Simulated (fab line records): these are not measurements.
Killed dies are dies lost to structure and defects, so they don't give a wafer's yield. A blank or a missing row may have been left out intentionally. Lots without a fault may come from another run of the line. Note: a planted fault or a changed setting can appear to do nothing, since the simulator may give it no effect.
fab line records + flow rit-cmos
record:
- lots: 14
- wafers: 42
- last-day: 7
route steps=202 shown CONTACT@173 M1@202
lots that met no fault: taken from a fault-free run of the same line
start-h: hours from the record's opening day to when the first of the lot's shown wafers began + wait-h: how many hours have passed since the lot's step before this one + " identical to the entry in the row above + L1.1+2: a row that stands for several wafers + - no value, or no start was given + * or withheld: withheld + < > ~ a bound
route shown NAME@n: NAME is a module with steps in the file, n the number in the route of the first one + usual: mean and standard deviation over wafers with no fault + same: alike in all rows + chamber/n: place in a boat + sites: readings site by site + _std_site: the values' standard deviation + _edge_site: mean of outer sites minus mean of inner sites + radius-mm: how far each site lies from the wafer's centre + mask NAME#n: copy n + behind: the tool/chamber that last shaped the wafer + hold: cause of the lot's hold/its duration in hours/its outcome + device: whichever transistor did not switch (one of n, p or np) + end of line: tests of these same wafers at the route's end + a step given without rows: its recipe and nothing more + killed: at the first sort, the dies lost to defects and structure; wafer yield is something else + map: dies across one wafer; x = killed, . = not, _ = none there
set.NAME: the setting that was run; set.NAME@STEP: the one run at that earlier step + model.NAME: the simulator's own value behind a step, which no gauge read
a sample of lots followed through the steps of the route, with each step as a table and each wafer as a row
services: from which hour (start-h, from the record's first day; less than 0 if before it) a tool's chamber was out of use, for how many hours, and why
== steps ==
step: RIT_CONTACT_EXPOSE_05
recipe:
- mask-id: M11
- na: 0.6
- source-shape: conventional
- sigma-outer: 0.5
- target-cd-nm: 1000
- dose-mj: 250
usual:
- exposure-dose-mJ-cm2: 249.98/0.28
| lot.wafer | tool             | chamber | start-h | wait-h | mask  | exposure-dose-mJ-cm2 |
|-----------|------------------|---------|---------|--------|-------|----------------------|
| L602.4    | iline-stepper-01 | 0       | 62.42   | 0.1    | M11#0 | 249.90               |
| L602.5    | "                | 0       | "       | "      | M11#0 | 250.20               |
| L602.6    | "                | 0       | "       | "      | M11#0 | 249.88               |
| L603.2    | iline-stepper-02 | 0       | 65.76   | 0.2    | M11#0 | 250.21               |
| L603.5    | "                | 0       | "       | "      | M11#0 | 250.03               |
| L603.6    | "                | 0       | "       | "      | M11#0 | 250.12               |
| L604.1    | iline-stepper-01 | 0       | 72.60   | 0.2    | M11#0 | 250.13               |
| L604.5    | "                | 0       | "       | "      | M11#0 | 250.00               |
| L604.6    | "                | 0       | "       | "      | M11#0 | 250.02               |
| L607.1    | iline-stepper-02 | 0       | 85.65   | 0.2    | M11#0 | 250.11               |
| L607.4    | "                | 0       | "       | "      | M11#0 | 250.18               |
| L607.6    | "                | 0       | "       | "      | M11#0 | 249.77               |
| L608.1    | iline-stepper-02 | 0       | 89.51   | 0.1    | M11#0 | 249.59               |
| L608.3    | "                | 0       | "       | "      | M11#0 | 249.33               |
| L608.5    | "                | 0       | "       | "      | M11#0 | 249.77               |
| L609.4    | iline-stepper-02 | 0       | 93.11   | 0.1    | M11#0 | 250.02               |
| L609.5    | "                | 0       | "       | "      | M11#0 | 249.78               |
| L609.6    | "                | 0       | "       | "      | M11#0 | 250.20               |
| L611.3    | iline-stepper-02 | 0       | 107.01  | 0.1    | M11#0 | 250.09               |
| L611.5    | "                | 0       | "       | "      | M11#0 | 249.57               |
| L611.6    | "                | 0       | "       | "      | M11#0 | 249.81               |
| L612.1    | iline-stepper-02 | 0       | 108.52  | 0.1    | M11#0 | 249.50               |
| L612.2    | "                | 0       | "       | "      | M11#0 | 249.60               |
| L612.4    | "                | 0       | "       | "      | M11#0 | 249.69               |
| L613.1    | iline-stepper-02 | 0       | 116.47  | 0.1    | M11#0 | 250.26               |
| L613.2    | "                | 0       | "       | "      | M11#0 | 250.23               |
| L613.5    | "                | 0       | "       | "      | M11#0 | 250.37               |
| L614.1    | iline-stepper-02 | 0       | 122.55  | 0.1    | M11#0 | 249.86               |
| L614.4    | "                | 0       | "       | "      | M11#0 | 249.82               |
| L614.6    | "                | 0       | "       | "      | M11#0 | 249.90               |
| L617.1    | iline-stepper-01 | 0       | 132.45  | 0.1    | M11#0 | 249.69               |
| L617.4    | "                | 0       | "       | "      | M11#0 | 249.76               |
| L617.5    | "                | 0       | "       | "      | M11#0 | 249.61               |
| L620.2    | iline-stepper-02 | 0       | 147.08  | 0.1    | M11#0 | 238.94               |
| L620.3    | "                | 0       | "       | "      | M11#0 | 238.79               |
| L620.4    | "                | 0       | "       | "      | M11#0 | 238.56               |
| L621.1    | iline-stepper-02 | 0       | 153.04  | 0.1    | M11#0 | 241.50               |
| L621.2    | "                | 0       | "       | "      | M11#0 | 241.54               |
| L621.4    | "                | 0       | "       | "      | M11#0 | 241.49               |
| L624.1    | iline-stepper-01 | 0       | 169.53  | 0.2    | M11#0 | 250.33               |
| L624.2    | "                | 0       | "       | "      | M11#0 | 250.58               |
| L624.5    | "                | 0       | "       | "      | M11#0 | 250.63               |
step: RIT_CONTACT_CD_MEAS_08
recipe:
- target-cd-nm: 1000
usual:
- cd-nm: 1000.4/2.3
| lot.wafer | tool      | chamber | start-h | wait-h | cd-nm  |
|-----------|-----------|---------|---------|--------|--------|
| L602.4    | cd-sem-02 | -       | 62.93   | -      | 999.7  |
| L602.5    | "         | -       | "       | "      | 1000.4 |
| L602.6    | "         | -       | "       | "      | 999.7  |
| L603.2    | cd-sem-02 | -       | 66.27   | -      | 997.2  |
| L603.5    | "         | -       | "       | "      | 996.7  |
| L603.6    | "         | -       | "       | "      | 999.5  |
| L604.1    | cd-sem-02 | -       | 73.11   | -      | 996.7  |
| L604.5    | "         | -       | "       | "      | 998.3  |
| L604.6    | "         | -       | "       | "      | 998.3  |
| L607.1    | cd-sem-01 | -       | 86.16   | -      | 999.2  |
| L607.4    | "         | -       | "       | "      | 1001.6 |
| L607.6    | "         | -       | "       | "      | 997.4  |
| L608.1    | cd-sem-01 | -       | 90.02   | -      | 999.3  |
| L608.3    | "         | -       | "       | "      | 1000.3 |
| L608.5    | "         | -       | "       | "      | 998.7  |
| L609.4    | cd-sem-02 | -       | 93.63   | -      | 999.3  |
| L609.5    | "         | -       | "       | "      | 1000.5 |
| L609.6    | "         | -       | "       | "      | 1001.3 |
| L611.3    | cd-sem-02 | -       | 107.52  | -      | 998.2  |
| L611.5    | "         | -       | "       | "      | 998.6  |
| L611.6    | "         | -       | "       | "      | 999.2  |
| L612.1    | cd-sem-02 | -       | 109.04  | -      | 998.3  |
| L612.2    | "         | -       | "       | "      | 999.8  |
| L612.4    | "         | -       | "       | "      | 999.3  |
| L613.1    | cd-sem-01 | -       | 116.98  | -      | 996.9  |
| L613.2    | "         | -       | "       | "      | 999.6  |
| L613.5    | "         | -       | "       | "      | 997.8  |
| L614.1    | cd-sem-01 | -       | 123.23  | -      | 1003.0 |
| L614.4    | "         | -       | "       | "      | 1003.2 |
| L614.6    | "         | -       | "       | "      | 1000.9 |
| L617.1    | cd-sem-01 | -       | 132.97  | -      | 1000.9 |
| L617.4    | "         | -       | "       | "      | 1000.2 |
| L617.5    | "         | -       | "       | "      | 998.7  |
| L620.2    | cd-sem-02 | -       | 147.59  | -      | 987.9  |
| L620.3    | "         | -       | "       | "      | 988.7  |
| L620.4    | "         | -       | "       | "      | 988.6  |
| L621.1    | cd-sem-02 | -       | 153.55  | -      | 993.8  |
| L621.2    | "         | -       | "       | "      | 992.5  |
| L621.4    | "         | -       | "       | "      | 991.7  |
| L624.1    | cd-sem-02 | -       | 170.05  | -      | 1001.7 |
| L624.2    | "         | -       | "       | "      | 1002.6 |
| L624.5    | "         | -       | "       | "      | 1000.5 |
step: RIT_M1_PROBE_99
usual:
- killed-at-contacts: 0.0/0.22
- killed-at-front-end: 6.5/2.8
- killed-dies: 6.5/2.8
- killed-open: 3.2/1.8
- killed-short: 3.3/2
same:
- gross-dies: 264
- killed_at_M0_to_M3: 0
- killed_at_M4_up: 0
- killed-at-back-side: 0
- killed-at-other: 0
| lot.wafer | tool      | chamber | start-h | wait-h | killed-at-contacts | killed-at-front-end | killed-dies | killed-open | killed-short |
|-----------|-----------|---------|---------|--------|--------------------|---------------------|-------------|-------------|--------------|
| L603.2    | prober-02 | -       | 71.76   | 0.1    | 0                  | 5                   | 5           | 0           | 5            |
| L603.5    | prober-02 | -       | 71.91   | 0.2    | 0                  | 4                   | 4           | 1           | 3            |
| L603.6    | prober-02 | -       | 71.96   | 0.2    | 0                  | 6                   | 6           | 1           | 5            |
| L611.3    | prober-02 | -       | 112.92  | 0.2    | 0                  | 9                   | 9           | 5           | 4            |
| L611.5    | prober-02 | -       | 113.02  | 0.2    | 0                  | 4                   | 4           | 2           | 2            |
| L611.6    | prober-02 | -       | 113.07  | 0.2    | 0                  | 8                   | 8           | 4           | 4            |
| L612.1    | prober-01 | -       | 114.35  | 0.1    | 0                  | 3                   | 3           | 3           | 0            |
| L612.2    | prober-01 | -       | 114.40  | 0.1    | 0                  | 6                   | 6           | 4           | 2            |
| L612.4    | prober-01 | -       | 114.50  | 0.2    | 1                  | 7                   | 8           | 4           | 4            |
| L614.1    | prober-01 | -       | 128.39  | 0.1    | 0                  | 2                   | 2           | 1           | 1            |
| L614.4    | prober-01 | -       | 128.54  | 0.2    | 0                  | 5                   | 5           | 2           | 3            |
| L614.6    | prober-01 | -       | 128.64  | 0.2    | 0                  | 5                   | 5           | 2           | 3            |
| L624.1    | prober-01 | -       | 175.38  | 0.1    | 0                  | 6                   | 6           | 4           | 2            |
| L624.2    | prober-01 | -       | 175.43  | 0.1    | 0                  | 6                   | 6           | 4           | 2            |
| L624.5    | prober-01 | -       | 175.58  | 0.2    | 0                  | 10                  | 10          | 5           | 5            |
killed by level:class
L603.2 GATE:geometric-particle:short=4 SILICIDE:geometric-particle:short=1
L603.5 GATE:geometric-particle:short=2 FOX1:geometric-particle:short=1 SPACER:geometric-particle:open=1
L603.6 SPACER:geometric-particle:short=2 FOX1:geometric-particle:short=1 GATE:geometric-particle:short=1 GATE:geometric-particle:open=1 REOX:geometric-particle:short=1
L611.3 GATE:geometric-particle:short=4 GATE:geometric-particle:open=3 FOX1:geometric-particle:open=1 SPACER:geometric-particle:open=1
L611.5 GATE:geometric-particle:open=2 GATE:geometric-particle:short=1 SILICIDE:geometric-particle:short=1
L611.6 REOX:geometric-particle:open=3 FOX1:geometric-particle:short=2 FOX1:geometric-particle:open=1 REOX:geometric-particle:short=1 SILICIDE:geometric-particle:short=1
L612.1 FOX1:geometric-particle:open=1 GATE:geometric-particle:open=1 REOX:geometric-particle:open=1
L612.2 SPACER:geometric-particle:open=2 GATE:geometric-particle:short=1 GATE:geometric-particle:open=1 REOX:geometric-particle:short=1 REOX:geometric-particle:open=1
L612.4 REOX:geometric-particle:open=2 FOX1:geometric-particle:open=1 FOX1:geometric-particle:short=1 GATE:geometric-particle:open=1 REOX:geometric-particle:short=1 SPACER:geometric-particle:short=1 CONTACT:geometric-particle:short=1
L614.1 GATE:geometric-particle:open=1 GATE:geometric-particle:short=1
L614.4 FOX1:geometric-particle:short=2 FOX1:geometric-particle:open=1 GATE:geometric-particle:open=1 REOX:geometric-particle:short=1
L614.6 GATE:geometric-particle:short=1 GATE:geometric-particle:open=1 REOX:geometric-particle:short=1 REOX:geometric-particle:open=1 SILICIDE:geometric-particle:short=1
L624.1 FOX1:geometric-particle:open=2 GATE:geometric-particle:short=1 REOX:geometric-particle:open=1 SPACER:geometric-particle:open=1 SPACER:geometric-particle:short=1
L624.2 FOX1:geometric-particle:open=3 GATE:geometric-particle:short=2 REOX:geometric-particle:open=1
L624.5 SILICIDE:geometric-particle:open=3 REOX:geometric-particle:short=2 SPACER:geometric-particle:short=2 GATE:geometric-particle:open=1 GATE:geometric-particle:short=1 SPACER:geometric-particle:open=1
== services ==
| tool             | chamber | start-h | hours | kind   |
|------------------|---------|---------|-------|--------|
| iline-stepper-01 | -       | 43.35   | 1.9   | repair |
| iline-stepper-01 | -       | 88.92   | 28.9  | pm     |
== key ==
first-sign:
- step: RIT_CONTACT_EXPOSE_05
- reading: exposure-dose-mJ-cm2
- direction: down
- sigmas: 35
- usual: 249.98
- struck: 240.14
effect:
- step: RIT_CONTACT_CD_MEAS_08
- reading: cd-nm
- direction: down
- sigmas: 4.2
- usual: 1000.4
- struck: 990.5
- through: control-loop
met-at RIT_CONTACT_EXPOSE_05
struck-lots L620,L621
tester-left-out L620,L621
loop-trim:
- step: RIT_CONTACT_EXPOSE_05
- setting: dose
- lots: L621
onset-between 122.55 147.08
fault:
- kind: process-parameter-drift
- tool: iline-stepper-02
- chamber: -
- onset-h: 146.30
- steps: RIT_CONTACT_EXPOSE_05
- channel: dose-mj
- offset: -11.196
- shape: step
- acts-in: these-recipes-only
- stated: 250
tester-left-out: of these lots the tester's yield and bins aren't shown, on N5 and GAA mostly nor the transistor test; their killed dies are dies lost to structure and defects alone, not to doping, threshold or leakage, so they don't give the yield
loop-trim: a control loop set the setting to another value than it would have without faults
